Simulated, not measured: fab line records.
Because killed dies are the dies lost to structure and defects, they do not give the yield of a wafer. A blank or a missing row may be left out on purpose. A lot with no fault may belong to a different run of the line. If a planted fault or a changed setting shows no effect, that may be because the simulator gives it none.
The tool behind it: which one?    flow rit cmos    7 lots, 21 wafers sampled, at 1 step of a route of 202

WHAT THE GAUGES READ, wafer by wafer
RIT_NRETRO_OVL_MEAS_06.
lot   measured     on          NRETRO_OVL (nm)
L307  day 2 10:28  overlay-01  2.6 0.1 -0.3
L309  day 2 21:22  overlay-01  3.8 2.4 3.6
L314  day 3 22:11  overlay-02  -3.1 -1.3 -1.0
L319  day 4 23:02  overlay-02  -1.3 -0.6 -1.5
L325  day 6 04:25  overlay-01  2.1 1.0 0.2
L327  day 6 14:44  overlay-01  0.5 -1.4 0.9
L329  day 7 00:16  overlay-02  1.5 0.8 0.2

WHICH TOOL RAN EACH LOT (tool, then ch and the chambers of the sampled wafers, then the start)
Before these readings, the record contains no process step.

THE ANSWER, worked out from the rows above alone
Rule: the lots themselves supply what counts as usual. Put in order of their means at a reading, lots are off if they are a third of the lots or fewer, leave a main group of 4 or more, and stand apart from it by a gap of 3 or more times the standard deviation of the main group's means; of several such gaps the widest counts. A main group is skipped when, at the precision printed for the reading in the tables above, its means are all equal. Also off: a lot with no number at a reading for which 4 or more lots have one. All remaining lots with rows at the step are treated as sound.
Across all readings shown, no lot is off: no conclusion can be drawn from this.

WHAT THE SIMULATOR HAD INSERTED
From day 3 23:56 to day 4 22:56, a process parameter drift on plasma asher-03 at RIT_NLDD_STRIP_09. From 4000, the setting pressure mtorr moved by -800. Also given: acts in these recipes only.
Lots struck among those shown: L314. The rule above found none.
